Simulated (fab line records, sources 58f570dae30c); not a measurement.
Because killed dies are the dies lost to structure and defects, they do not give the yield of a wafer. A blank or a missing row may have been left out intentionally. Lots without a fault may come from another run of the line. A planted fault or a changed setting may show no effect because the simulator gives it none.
fab line records	flow berkeley_cmos170	part 1 of 2: steps 1 to 25 of 36
[record] lots = 5	wafers = 15	last_day = 11
route steps=331 shown NLDD@168 SPACER@171 PSD@175 NSD@187 BACKSIDE@199
lots untouched by any fault: they come from a run of this same line in which no faults occurred
start_h: hours from the record's opening day to when the first of the lot's shown wafers began	wait_h: hours from the lot's prior step to this one	" same as the row above	L1.1+2: a single row standing in for several wafers	- no value, or no start was given	* or withheld: withheld	< > ~ a bound
route shown NAME@n: a module of which the file shows steps, and the number in the route of the first	usual: average and standard deviation across the fault-free wafers	same: alike in all rows	chamber/n: place in a boat	sites: per-site readings	_std_site: standard deviation of those values	_edge_site: outer sites' mean less inner sites'	radius_mm: how far each site lies from the wafer's centre	mask NAME#n: copy n	behind: the last tool/chamber to shape the wafer	hold: cause of the lot's hold/its duration in hours/its outcome	device: names the non-switching transistor (n, p or np)	end of line: the tests these same wafers got at the end of their route	a step without rows: its recipe alone	killed: count of dies lost to structure and defects at first sort (not the wafer's yield)	map: shows each die of a wafer: x if killed, . if not, _ if none is there
set.NAME: the setting the step ran with; set.NAME@STEP: the setting that earlier step ran with	model.NAME: the simulator's own value behind a step, which no gauge read
certain route steps with their lots: each step a table, each wafer a row
services: the hour from which a tool's chamber was out of use, counted from the record's first day as start_h (under 0 if before that day), plus the number of hours and why
[[steps]]
[step UCB170_NLDD_STRIP_10]
[recipe] chemistry = O2	power_w = 400	pressure_mtorr = 3500	platen_temp_c = withheld	o2_flow_sccm = 400	overash_fraction = 0.5
[usual] drypump_motor_current_A = 5.7/0.41	oes_product_au = 0.734/0.0046	strip_time_to_endpoint_s = 21.68/0.053
lot.wafer	tool	chamber	start_h	wait_h	drypump_motor_current_A	oes_product_au	rf_hours_counter_h	strip_time_to_endpoint_s
L074.1	plasma_asher-01	0	159.41	0.1	5.1	0.727	44	21.70
L074.3	"	1	"	"	5.7	0.733	-	21.69
L074.4	"	0	"	"	5.2	0.726	-	21.60
L077.2	plasma_asher-02	0	171.87	0.1	5.4	0.743	45	21.71
L077.5	"	0	"	"	5.4	0.728	-	21.71
L077.6	"	1	"	"	5.8	0.737	-	21.67
L083.1	plasma_asher-02	0	193.26	0.1	5.4	0.730	47	21.74
L083.3	"	1	"	"	5.8	0.736	-	21.67
L083.5	"	1	"	"	5.7	0.735	-	21.76
L087.4	plasma_asher-01	1	209.91	0.1	5.7	0.743	-	21.68
L087.5	"	1	"	"	5.7	0.735	-	21.64
L087.6	"	0	"	"	5.2	0.731	-	21.63
L090.2	plasma_asher-01	1	229.21	0.1	5.7	0.733	54	21.61
L090.4	"	0	"	"	5.2	0.731	-	21.63
L090.6	"	1	"	"	5.7	0.728	-	21.60
[step UCB170_NLDD_TW_MEAS_11]
[usual] NLDD_TW = 2224/11
lot.wafer	tool	chamber	start_h	wait_h	NLDD_TW
L074.1	film_metro-04	-	159.51	0.1	2218
L074.3	"	-	"	"	2224
L074.4	"	-	"	"	2210
L077.2	film_metro-04	-	171.98	0.1	2209
L077.5	"	-	"	"	2209
L077.6	"	-	"	"	2208
L083.1	film_metro-02	-	193.36	0.1	2244
L083.3	"	-	"	"	2230
L083.5	"	-	"	"	2239
L087.4	film_metro-02	-	210.00	0.1	2233
L087.5	"	-	"	"	2239
L087.6	"	-	"	"	2229
L090.2	film_metro-04	-	229.32	0.1	2220
L090.4	"	-	"	"	2234
L090.6	"	-	"	"	2226
[step UCB170_NLDD_CLEAN_12]
[recipe] chemistry = SPM	temp_c = 120	time_s = 600
lot.wafer	tool	chamber	start_h	wait_h
L074.1+3+4	wet_bench-01	2	159.57	0.1
L077.2+5+6	wet_bench-03	0	172.27	0.3
L083.1+3+5	wet_bench-02	2	193.48	0.1
L087.4+5+6	wet_bench-03	1	210.26	0.2
L090.2+4+6	wet_bench-01	0	231.67	2.3
[step UCB170_SPACER_CVD_00]
[recipe] material = SiO2	target_thk_nm = 376	temp_c = 390	precursor = TEOS/O2	time_s = 47	rf_w = 550	pressure_mtorr = 9000
[usual] heater_power_w = 242/63
lot.wafer	tool	chamber	start_h	wait_h	heater_power_w
L074.1	pecvd-01	0	159.76	0.0	256
L074.3	"	1	"	"	194
L074.4	"	2	"	"	281
L077.2	pecvd-03	0	172.46	0.0	313
L077.5	"	1	"	"	181
L077.6	"	2	"	"	278
L083.1	pecvd-04	2	193.86	0.0	222
L083.3	"	1	"	"	170
L083.5	"	0	"	"	305
L087.4	pecvd-01	1	210.45	0.0	221
L087.5	"	2	"	"	259
L087.6	"	0	"	"	253
L090.2	pecvd-04	2	231.84	0.0	238
L090.4	"	1	"	"	146
L090.6	"	2	"	"	243
[step UCB170_SPACER_THK_MEAS_01]
[recipe] reads = SiO2_of_SPACER_CVD_00
[usual] SPACER_TEOS_THK = 376/5.3
lot.wafer	tool	chamber	start_h	wait_h	SPACER_TEOS_THK[nm]
L074.1	film_metro-03	-	159.81	0.0	381
L074.3	"	-	"	"	379
L074.4	"	-	"	"	383
L077.2	film_metro-03	-	172.51	0.0	361
L077.5	"	-	"	"	370
L077.6	"	-	"	"	370
L083.1	film_metro-04	-	193.91	0.0	376
L083.3	"	-	"	"	375
L083.5	"	-	"	"	382
L087.4	film_metro-01	-	210.51	0.0	380
L087.5	"	-	"	"	381
L087.6	"	-	"	"	379
L090.2	film_metro-04	-	231.90	0.0	367
L090.4	"	-	"	"	373
L090.6	"	-	"	"	374
[step UCB170_SPACER_ANNEAL_02]
[recipe] temp_c = 900	time_s = 1800	ambient = N2
lot.wafer	tool	chamber	start_h	wait_h
L074.1+3+4	furnace-04	0	163.99	4.2
L077.2+5+6	furnace-02	0	177.26	4.7
L083.1+3+5	furnace-02	0	197.22	3.3
L087.4+5+6	furnace-02	0	211.08	0.6
L090.2+4+6	furnace-04	0	235.18	3.3
[step UCB170_SPACER_ETCHBACK_03]
[recipe] stop_on = Si	target = SiO2	chemistry = CHF3/CF4/Ar	CHF3_flow_sccm = 50	cf4_flow_sccm = 10	Ar_flow_sccm = 120	pressure_mtorr = 200	rf_w = 500	target_depth_a = 3760	time_s = 100
[usual] drypump_motor_current_A = 5.8/0.4	oes_product_au = 0.904/0.015	throttle_valve_pct = 6.44/0.11
lot.wafer	tool	chamber	start_h	wait_h	drypump_motor_current_A	oes_product_au	rf_hours_counter_h	throttle_valve_pct
L074.1	rie_diel-01	1	165.49	0.0	6.1	0.912	20	6.54
L074.3	"	2	"	"	5.5	0.903	65	6.45
L074.4	"	0	"	"	5.0	0.902	12	6.57
L077.2	rie_diel-02	0	178.76	0.0	6.3	0.873	18	6.46
L077.5	"	3	"	"	5.7	0.889	-	6.37
L077.6	"	0	"	"	6.3	0.877	-	6.48
L083.1	rie_diel-01	2	198.72	0.0	5.5	0.898	66	6.45
L083.3	"	3	"	"	5.4	0.914	121	6.48
L083.5	"	3	"	"	5.4	0.927	-	6.48
L087.4	rie_diel-02	1	212.69	0.1	6.7	0.912	-	6.33
L087.5	"	2	"	"	5.2	0.903	-	6.54
L087.6	"	0	"	"	6.3	0.899	-	6.49
L090.2	rie_diel-03	0	236.76	0.1	5.9	0.877	119	6.37
L090.4	"	1	"	"	5.8	0.896	55	6.29
L090.6	"	1	"	"	5.8	0.902	-	6.30
[step UCB170_PSD_HMDS_00]
[recipe] prime_time_s = 60	prime_temp_c = 100
[usual] exhaust_pa = 45.0/0.88	prime_temp_c = 100.02/0.14
lot.wafer	tool	chamber	start_h	wait_h	exhaust_pa	prime_temp_c
L074.1	litho_track-02	0	165.99	0.5	44.2	99.91
L074.3	"	0	"	"	44.1	99.95
L074.4	"	0	"	"	44.7	99.83
L077.2	litho_track-02	0	179.09	0.3	44.8	99.89
L077.5	"	0	"	"	46.2	99.82
L077.6	"	0	"	"	44.5	99.79
L083.1	litho_track-03	0	198.80	0.0	45.4	99.94
L083.3	"	0	"	"	45.2	100.10
L083.5	"	0	"	"	45.8	99.80
L087.4	litho_track-03	0	213.51	0.8	44.3	99.83
L087.5	"	0	"	"	45.1	100.11
L087.6	"	0	"	"	45.3	100.15
L090.2	litho_track-01	0	237.03	0.2	45.8	100.01
L090.4	"	0	"	"	44.3	99.90
L090.6	"	0	"	"	43.4	99.98
[step UCB170_PSD_COAT_01]
[recipe] resist = KrF	spin_rpm = 1500	resist_thk_nm = 900
[usual] exhaust_pa = 44.8/0.85
lot.wafer	tool	chamber	start_h	wait_h	exhaust_pa
L074.1	litho_track-02	0	166.14	0.1	43.7
L074.3	"	0	"	"	45.7
L074.4	"	0	"	"	45.2
L077.2	litho_track-02	0	179.24	0.1	46.1
L077.5	"	0	"	"	45.4
L077.6	"	0	"	"	45.9
L083.1	litho_track-03	0	198.95	0.1	43.4
L083.3	"	0	"	"	43.7
L083.5	"	0	"	"	44.1
L087.4	litho_track-03	0	213.66	0.1	42.9
L087.5	"	0	"	"	44.4
L087.6	"	0	"	"	45.0
L090.2	litho_track-01	0	237.18	0.1	44.9
L090.4	"	0	"	"	45.0
L090.6	"	0	"	"	45.1
[step UCB170_PSD_SOFTBAKE_02]
[recipe] resist = KrF	temp_c = 130	time_s = 60
[usual] exhaust_pa = 44.8/0.94
lot.wafer	tool	chamber	start_h	wait_h	exhaust_pa
L074.1	litho_track-02	0	166.29	0.1	45.2
L074.3	"	0	"	"	46.3
L074.4	"	0	"	"	45.2
L077.2	litho_track-02	0	179.39	0.1	44.3
L077.5	"	0	"	"	43.9
L077.6	"	0	"	"	44.7
L083.1	litho_track-03	0	199.10	0.1	45.2
L083.3	"	0	"	"	43.2
L083.5	"	0	"	"	44.7
L087.4	litho_track-03	0	213.81	0.1	44.1
L087.5	"	0	"	"	43.6
L087.6	"	0	"	"	44.0
L090.2	litho_track-01	0	237.33	0.1	43.8
L090.4	"	0	"	"	43.5
L090.6	"	0	"	"	44.8
[step UCB170_PSD_EXPOSE_03]
[recipe] mask_id = PSELECT_MOD	na = 0.5	sigma_outer = 0.6	source_shape = conventional	target_cd_nm = 1200	dose_mj = 30
[usual] focus_offset_nm = 0.0/0.47	reticle_temp_C = 23.01/0.1
lot.wafer	tool	chamber	start_h	wait_h	mask	focus_offset_nm	reticle_temp_C
L074.1	krf_scanner-02	0	166.88	0.6	PSELECT_MOD#0	0.7	23.04
L074.3	"	0	"	"	PSELECT_MOD#0	-0.3	22.95
L074.4	"	0	"	"	PSELECT_MOD#0	0.4	22.92
L077.2	krf_scanner-02	0	179.80	0.4	PSELECT_MOD#0	0.4	22.95
L077.5	"	0	"	"	PSELECT_MOD#0	-0.2	22.86
L077.6	"	0	"	"	PSELECT_MOD#0	0.2	22.91
L083.1	krf_scanner-01	0	199.49	0.4	PSELECT_MOD#0	-0.5	23.08
L083.3	"	0	"	"	PSELECT_MOD#0	-0.2	23.07
L083.5	"	0	"	"	PSELECT_MOD#0	0.3	23.17
L087.4	krf_scanner-01	0	214.22	0.4	PSELECT_MOD#0	0.8	23.02
L087.5	"	0	"	"	PSELECT_MOD#0	-0.5	22.92
L087.6	"	0	"	"	PSELECT_MOD#0	0.2	23.00
L090.2	krf_scanner-02	0	237.92	0.6	PSELECT_MOD#0	0.2	22.88
L090.4	"	0	"	"	PSELECT_MOD#0	0.7	23.02
L090.6	"	0	"	"	PSELECT_MOD#0	0.4	23.16
[step UCB170_PSD_PEB_04]
[recipe] peb_temp_c = 130	peb_time_s = withheld	resist = KrF
[usual] exhaust_pa = 45.3/0.87
lot.wafer	tool	chamber	start_h	wait_h	exhaust_pa
L074.1	litho_track-03	0	167.22	0.3	45.6
L074.3	"	0	"	"	45.5
L074.4	"	0	"	"	44.5
L077.2	litho_track-01	0	179.92	0.1	46.2
L077.5	"	0	"	"	45.6
L077.6	"	0	"	"	46.1
L083.1	litho_track-03	0	199.64	0.1	45.3
L083.3	"	0	"	"	44.8
L083.5	"	0	"	"	44.0
L087.4	litho_track-02	0	214.84	0.6	45.1
L087.5	"	0	"	"	43.8
L087.6	"	0	"	"	44.3
L090.2	litho_track-03	0	238.41	0.5	45.3
L090.4	"	0	"	"	46.1
L090.6	"	0	"	"	46.0
[step UCB170_PSD_DEVELOP_05]
[recipe] developer = TMAH	develop_time_s = 45	resist = KrF	dev_temp_c = 21
[usual] exhaust_pa = 44.9/0.94
lot.wafer	tool	chamber	start_h	wait_h	exhaust_pa
L074.1	litho_track-03	0	-	-	44.7
L074.3	"	0	"	"	46.2
L074.4	"	0	"	"	44.2
L077.2	litho_track-01	0	-	-	46.7
L077.5	"	0	"	"	44.2
L077.6	"	0	"	"	45.8
L083.1	litho_track-03	0	-	-	45.4
L083.3	"	0	"	"	46.7
L083.5	"	0	"	"	46.4
L087.4	litho_track-02	0	-	-	46.5
L087.5	"	0	"	"	46.6
L087.6	"	0	"	"	46.6
L090.2	litho_track-03	0	-	-	45.2
L090.4	"	0	"	"	45.4
L090.6	"	0	"	"	43.8
[step UCB170_PSD_CD_MEAS_06]
[recipe] target_cd_nm = 1200
[usual] cd_nm = 1199.7/1.2
lot.wafer	tool	chamber	start_h	wait_h	cd_nm
L074.1	cd_sem-02	-	167.49	-	1199.9
L074.3	"	-	"	"	1200.9
L074.4	"	-	"	"	1199.9
L077.2	cd_sem-02	-	180.38	-	1202.7
L077.5	"	-	"	"	1201.8
L077.6	"	-	"	"	1200.3
L083.1	cd_sem-01	-	199.91	-	1199.7
L083.3	"	-	"	"	1200.7
L083.5	"	-	"	"	1199.7
L087.4	cd_sem-01	-	215.10	-	1201.8
L087.5	"	-	"	"	1201.5
L087.6	"	-	"	"	1199.9
L090.2	cd_sem-02	-	238.68	-	1201.1
L090.4	"	-	"	"	1200.4
L090.6	"	-	"	"	1200.9
[step UCB170_PSD_OVL_MEAS_07]
[usual] PSD_OVL = 0/4.2
lot.wafer	tool	chamber	start_h	wait_h	PSD_OVL[nm]
L074.1	overlay-02	-	167.61	0.1	-2
L074.3	"	-	"	"	1
L074.4	"	-	"	"	-4
L077.2	overlay-02	-	180.49	0.1	-8
L077.5	"	-	"	"	0
L077.6	"	-	"	"	0
L083.1	overlay-02	-	200.03	0.1	-6
L083.3	"	-	"	"	2
L083.5	"	-	"	"	-4
L087.4	overlay-01	-	215.18	0.1	-2
L087.5	"	-	"	"	4
L087.6	"	-	"	"	2
L090.2	overlay-02	-	238.78	0.1	5
L090.4	"	-	"	"	7
L090.6	"	-	"	"	4
[step UCB170_PSD_IMPLANT_08]
[recipe] species = B	dose_cm2 = 3e+15	energy_kev = 20	tilt_deg = 7
lot.wafer	tool	chamber	start_h	wait_h
L074.1+3+4	implanter-02	0	167.65	0.0
L077.2+5+6	implanter-02	0	180.54	0.0
L083.1+3+5	implanter-02	0	200.07	0.0
L087.4+5+6	implanter-04	0	215.27	0.1
L090.2+4+6	implanter-04	0	238.84	0.0
[step UCB170_PSD_STRIP_09]
[recipe] chemistry = O2	power_w = 400	pressure_mtorr = 3500	platen_temp_c = withheld	o2_flow_sccm = 400	overash_fraction = 0.5
[usual] drypump_motor_current_A = 5.9/0.48	oes_product_au = 0.600/0.0043	strip_time_to_endpoint_s = 29.43/0.073
lot.wafer	tool	chamber	start_h	wait_h	drypump_motor_current_A	oes_product_au	rf_hours_counter_h	strip_time_to_endpoint_s
L074.1	plasma_asher-04	0	167.80	0.1	6.5	0.607	5	29.42
L074.3	"	0	"	"	6.5	0.609	-	29.35
L074.4	"	1	"	"	5.6	0.609	-	29.45
L077.2	plasma_asher-03	1	180.67	0.1	5.6	0.605	41	29.48
L077.5	"	1	"	"	5.7	0.594	-	29.28
L077.6	"	0	"	"	6.5	0.594	-	29.31
L083.1	plasma_asher-04	1	200.22	0.1	5.5	0.596	9	29.34
L083.3	"	0	"	"	6.5	0.596	-	29.34
L083.5	"	1	"	"	5.6	0.603	-	29.39
L087.4	plasma_asher-03	1	215.38	0.1	5.7	0.599	-	29.36
L087.5	"	0	"	"	6.5	0.597	-	29.32
L087.6	"	1	"	"	5.7	0.601	-	29.42
L090.2	plasma_asher-01	0	238.96	0.1	5.2	0.598	56	29.49
L090.4	"	0	"	"	5.2	0.603	-	29.49
L090.6	"	0	"	"	5.2	0.598	-	29.48
[step UCB170_PSD_TW_MEAS_10]
[usual] PSD_TW = 2330/14
lot.wafer	tool	chamber	start_h	wait_h	PSD_TW
L074.1	film_metro-01	-	167.90	0.1	2314
L074.3	"	-	"	"	2325
L074.4	"	-	"	"	2319
L077.2	film_metro-01	-	180.78	0.1	2331
L077.5	"	-	"	"	2310
L077.6	"	-	"	"	2313
L083.1	film_metro-02	-	200.32	0.1	2339
L083.3	"	-	"	"	2338
L083.5	"	-	"	"	2341
L087.4	film_metro-02	-	215.48	0.1	2342
L087.5	"	-	"	"	2349
L087.6	"	-	"	"	2343
L090.2	film_metro-02	-	239.07	0.1	2339
L090.4	"	-	"	"	2331
L090.6	"	-	"	"	2328
[step UCB170_PSD_CLEAN_11]
[recipe] chemistry = SPM	temp_c = 120	time_s = 600
lot.wafer	tool	chamber	start_h	wait_h
L074.1+3+4	wet_bench-02	1	167.96	0.1
L077.2+5+6	wet_bench-02	3	183.51	2.7
L083.1+3+5	wet_bench-01	3	200.38	0.1
L087.4+5+6	wet_bench-01	2	215.65	0.2
L090.2+4+6	wet_bench-02	2	239.12	0.0
[step UCB170_NSD_HMDS_00]
[recipe] prime_time_s = 60	prime_temp_c = 100
[usual] exhaust_pa = 45.1/0.77	prime_temp_c = 99.98/0.13
lot.wafer	tool	chamber	start_h	wait_h	exhaust_pa	prime_temp_c
L074.1	litho_track-01	0	168.26	0.1	44.8	99.94
L074.3	"	0	"	"	44.7	100.32
L074.4	"	0	"	"	45.4	99.94
L077.2	litho_track-04	0	183.77	0.1	45.8	99.79
L077.5	"	0	"	"	44.3	99.93
L077.6	"	0	"	"	45.1	99.97
L083.1	litho_track-01	0	201.01	0.3	44.9	99.97
L083.3	"	0	"	"	45.6	99.90
L083.5	"	0	"	"	45.1	100.03
L087.4	litho_track-03	0	215.97	0.1	45.9	99.99
L087.5	"	0	"	"	44.7	100.00
L087.6	"	0	"	"	44.8	99.92
L090.2	litho_track-03	0	239.41	0.1	44.9	100.12
L090.4	"	0	"	"	45.2	99.92
L090.6	"	0	"	"	45.2	99.93
[step UCB170_NSD_COAT_01]
[recipe] resist = KrF	spin_rpm = 1500	resist_thk_nm = 900
[usual] exhaust_pa = 45.1/0.93
lot.wafer	tool	chamber	start_h	wait_h	exhaust_pa
L074.1	litho_track-01	0	168.41	0.1	44.6
L074.3	"	0	"	"	45.4
L074.4	"	0	"	"	43.9
L077.2	litho_track-04	0	183.92	0.1	45.8
L077.5	"	0	"	"	44.3
L077.6	"	0	"	"	45.7
L083.1	litho_track-01	0	201.16	0.1	43.5
L083.3	"	0	"	"	46.0
L083.5	"	0	"	"	44.4
L087.4	litho_track-03	0	216.12	0.1	45.5
L087.5	"	0	"	"	44.9
L087.6	"	0	"	"	44.3
L090.2	litho_track-03	0	239.56	0.1	45.2
L090.4	"	0	"	"	44.9
L090.6	"	0	"	"	43.8
[step UCB170_NSD_SOFTBAKE_02]
[recipe] resist = KrF	temp_c = 130	time_s = 60
[usual] exhaust_pa = 45.0/0.92
lot.wafer	tool	chamber	start_h	wait_h	exhaust_pa
L074.1	litho_track-01	0	168.56	0.1	45.5
L074.3	"	0	"	"	45.4
L074.4	"	0	"	"	45.4
L077.2	litho_track-04	0	184.07	0.1	45.2
L077.5	"	0	"	"	46.2
L077.6	"	0	"	"	44.1
L083.1	litho_track-01	0	201.31	0.1	44.9
L083.3	"	0	"	"	44.4
L083.5	"	0	"	"	44.4
L087.4	litho_track-03	0	216.27	0.1	46.1
L087.5	"	0	"	"	45.5
L087.6	"	0	"	"	46.3
L090.2	litho_track-03	0	239.71	0.1	45.3
L090.4	"	0	"	"	44.2
L090.6	"	0	"	"	43.4
[step UCB170_NSD_EXPOSE_03]
[recipe] mask_id = NSELECT_MOD	na = 0.5	sigma_outer = 0.6	source_shape = conventional	target_cd_nm = 1200	dose_mj = 30
[usual] focus_offset_nm = 0.0/0.52	reticle_temp_C = 22.97/0.1
lot.wafer	tool	chamber	start_h	wait_h	mask	focus_offset_nm	reticle_temp_C
L074.1	krf_scanner-01	0	168.99	0.4	NSELECT_MOD#0	-0.2	22.92
L074.3	"	0	"	"	NSELECT_MOD#0	0.4	22.85
L074.4	"	0	"	"	NSELECT_MOD#0	0.3	22.96
L077.2	krf_scanner-02	0	184.41	0.3	NSELECT_MOD#0	-0.7	23.04
L077.5	"	0	"	"	NSELECT_MOD#0	0.4	23.06
L077.6	"	0	"	"	NSELECT_MOD#0	0.0	23.04
L083.1	krf_scanner-02	0	201.58	0.2	NSELECT_MOD#0	1.3	22.93
L083.3	"	0	"	"	NSELECT_MOD#0	0.3	22.96
L083.5	"	0	"	"	NSELECT_MOD#0	1.3	22.95
L087.4	krf_scanner-02	0	216.58	0.3	NSELECT_MOD#0	0.1	22.88
L087.5	"	0	"	"	NSELECT_MOD#0	0.3	23.07
L087.6	"	0	"	"	NSELECT_MOD#0	-0.3	22.83
L090.2	krf_scanner-02	0	239.97	0.2	NSELECT_MOD#0	-0.3	22.88
L090.4	"	0	"	"	NSELECT_MOD#0	-0.7	22.91
L090.6	"	0	"	"	NSELECT_MOD#0	-1.2	22.77
[step UCB170_NSD_PEB_04]
[recipe] peb_temp_c = 129.1	peb_time_s = withheld	resist = KrF
[usual] exhaust_pa = 45.0/0.9
lot.wafer	tool	chamber	start_h	wait_h	exhaust_pa
L074.1	litho_track-04	0	169.10	0.1	47.5
L074.3	"	0	"	"	45.4
L074.4	"	0	"	"	45.8
L077.2	litho_track-04	0	184.94	0.5	43.2
L077.5	"	0	"	"	44.0
L077.6	"	0	"	"	44.6
L083.1	litho_track-04	0	202.28	0.7	44.8
L083.3	"	0	"	"	44.9
L083.5	"	0	"	"	46.6
L087.4	litho_track-04	0	216.71	0.1	46.6
L087.5	"	0	"	"	45.8
L087.6	"	0	"	"	45.0
L090.2	litho_track-03	0	240.41	0.4	46.2
L090.4	"	0	"	"	44.4
L090.6	"	0	"	"	46.2
[step UCB170_NSD_DEVELOP_05]
[recipe] developer = TMAH	develop_time_s = 45	resist = KrF	dev_temp_c = 21
[usual] exhaust_pa = 44.8/0.93
lot.wafer	tool	chamber	start_h	wait_h	exhaust_pa
L074.1	litho_track-04	0	-	-	44.3
L074.3	"	0	"	"	44.3
L074.4	"	0	"	"	45.7
L077.2	litho_track-04	0	-	-	43.9
L077.5	"	0	"	"	45.2
L077.6	"	0	"	"	45.8
L083.1	litho_track-04	0	-	-	44.6
L083.3	"	0	"	"	45.2
L083.5	"	0	"	"	45.5
L087.4	litho_track-04	0	-	-	43.8
L087.5	"	0	"	"	44.2
L087.6	"	0	"	"	44.3
L090.2	litho_track-03	0	-	-	44.7
L090.4	"	0	"	"	44.1
L090.6	"	0	"	"	44.6
